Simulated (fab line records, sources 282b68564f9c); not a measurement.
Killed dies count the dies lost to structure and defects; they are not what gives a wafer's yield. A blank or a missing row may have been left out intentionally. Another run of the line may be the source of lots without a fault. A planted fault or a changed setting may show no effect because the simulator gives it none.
A struck lot beside a sound one :: flow rit-cmos :: 15 steps out of a route of 202
Sound: the wafers L694.2, L694.4, L694.6. The struck wafers were L704.2, L704.3, L704.4. Last of all comes the cause.
For every step that has rows: the tool of each side, followed by ch and its chambers, followed by its first start. Under that, the readings that differ: sound wafers :: struck wafers :: difference of the means :: sigmas: that difference in standard deviations of wafers without a fault.
alike: words and numbers the same on both sides, and readings whose means are apart by under 2 such deviations; not compared: readings that were withheld, readings missing a value for some wafer, numbers with overlapping values and no deviation given by the record, and bounds like >300 which may hide the same value.
A row with sigmas, a row that says differs or no value, or rows on one side alone: a step with any of these is where the two part. Non-overlapping numbers with no deviation appear without sigmas and do not part them. Lack of a reading on every wafer of one side parts them only where that side has two or more wafers.

first, 5 steps without rows for these wafers: RIT_M1_COAT_04 (resist thk 1300 nm); RIT_M1_SOFTBAKE_05 (time 60 s); RIT_M1_EXPOSE_06 (exposes mask M12, target cd 2600 nm); RIT_M1_PEB_07; RIT_M1_DEVELOP_08 (develop time 68 s).
RIT_M1_CD_MEAS_09: target cd 2600 nm.
  sound: cd-sem-02 at day 5 15:34; struck: cd-sem-01 at day 7 14:17
  alike: cd-nm
RIT_M1_OVL_MEAS_10:
  sound: overlay-02 at day 5 15:40; struck: overlay-01 at day 7 14:24
  alike: M1_OVL
then, 1 step without rows for these wafers: RIT_M1_HARDBAKE_11 (time 120 s).
RIT_M1_METAL_ETCH_12: etches Al in Cl2/BCl3, stops on SiO2, time 165 s, target depth 600 nm.
  sound on rie-metal-04 ch 1, day 5 16:08; struck on rie-metal-04 ch 0,1, day 7 14:41
reading: oes-product-au (a.u.)
sound: 0.752 0.755 0.754
struck: 0.773 0.778 0.781
difference: +0.024
sigmas: +2
  alike: drypump-motor-current-A, throttle-valve-pct
  not compared: rf-hours-counter-h
then, 1 step without rows for these wafers: RIT_M1_STRIP_13 (strips in nmp, time 600 s).
RIT_M1_STRIP_14: strips in O2, time 180 s.
  sound on plasma-asher-03 ch 0,1, day 5 16:37; struck on plasma-asher-03 ch 0,1, day 7 15:01
  alike: drypump-motor-current-A
  not compared: rf-hours-counter-h
RIT_M1_CD_MEAS_90: target cd 2600 nm.
  sound: cd-sem-02 at day 5 16:48; struck: cd-sem-02 at day 7 15:13
reading: cd-nm (nm)
sound: 2602.8 2600.3 2601.9
struck: 2593.9 2593.6 2597.1
difference: -6.8
sigmas: -2
RIT_M1_ANNEAL_15: time 1800 s.
  sound on furnace-02 ch 0, day 5 16:54; struck on furnace-02 ch 0, day 7 15:19
reading: spike-tc-centre-C (C)
sound: 450.7 452.1 451.0
struck: 423.4 422.2 420.8
difference: -29.1
sigmas: -29

reading: spike-tc-load-C (C)
sound: 468.3 466.3 468.8
struck: 437.4 434.6 438.3
difference: -31.0
sigmas: -31

reading: spike-tc-source-C (C)
sound: 466.7 466.2 466.0
struck: 434.3 436.5 432.9
difference: -31.7
sigmas: -32

reading: tube-center-temp-C (C)
sound: 450.09 450.08 449.96
struck: 420.01 419.97 420.05
difference: -30.03
sigmas: -99 or more

reading: tube_center_temp_C_max
sound: 451.22 451.16 451.17
struck: 421.13 421.31 421.35
difference: -29.92
sigmas: -99 or more

reading: zone-power-centre-pct (%)
sound: 20.93 21.08 20.71
struck: 19.64 19.31 19.15
difference: -1.54
sigmas: -8

reading: zone-power-load-pct (%)
sound: 6.09 6.24 6.22
struck: 5.50 5.44 5.44
difference: -0.72
sigmas: -13

reading: zone-power-source-pct (%)
sound: 6.05 6.06 6.12
struck: 5.40 5.46 5.48
difference: -0.63
sigmas: -10
RIT_M1_BOW_MEAS_16:
  sound: film-metro-04 at day 5 18:25; struck: film-metro-02 at day 7 16:50
  alike: M1_BOW
RIT_M1_PROBE_99:
  sound: prober-02 at day 5 18:34; struck: prober-01 at day 7 16:59
reading: defect-limited-yield (%)
sound: 94.3 95.1 96.6
struck: 98.1 98.5 97.0
difference: +2.5
sigmas: +2

reading: killed-at-front-end
sound: 15 13 9
struck: 5 4 8
difference: -7
sigmas: -2

reading: killed-dies
sound: 15 13 9
struck: 5 4 8
difference: -7
sigmas: -2

reading: killed-short
sound: 8 8 5
struck: 2 2 4
difference: -4
sigmas: -2

reading: sort-n-pass
sound: 249.0 251.0 255.0
struck: 259.0 260.0 256.0
difference: +6.7
sigmas: +2

reading: sort-yield-pct (%)
sound: 94.3 95.1 96.6
struck: 98.1 98.5 97.0
difference: +2.5
sigmas: +2

reading: model.etest.nmos_0p15.junction-log10-a-um
sound: -13.41 -13.31 -13.32
struck: -13.62 -13.55 -13.76
difference: -0.30
sigmas: 

reading: model.etest.contact-ppoly.rc-ohm
sound: 1.405 1.371 1.325
struck: 1.536 1.564 1.556
difference: +0.185
sigmas: 

reading: model.etest.contact-pplus.rc-ohm
sound: 1.398 1.404 1.369
struck: 1.54 1.532 1.53
difference: +0.14
sigmas: 

reading: model.etest.contact-nplus.rc-ohm
sound: 1.423 1.356 1.371
struck: 1.565 1.511 1.613
difference: +0.180
sigmas: 

reading: model.etest.contact-npoly.rc-ohm
sound: 1.362 1.393 1.43
struck: 1.504 1.515 1.536
difference: +0.123
sigmas: 
  alike: killed-at-contacts, killed-open, sort_bin_3_pad_short, sort_bin_5_function, sort_bin_6_memory

== WHERE THEY PART ==
Last at RIT_M1_PROBE_99 as far as this record goes, first at RIT_M1_METAL_ETCH_12.

WHY: what the simulator had put in
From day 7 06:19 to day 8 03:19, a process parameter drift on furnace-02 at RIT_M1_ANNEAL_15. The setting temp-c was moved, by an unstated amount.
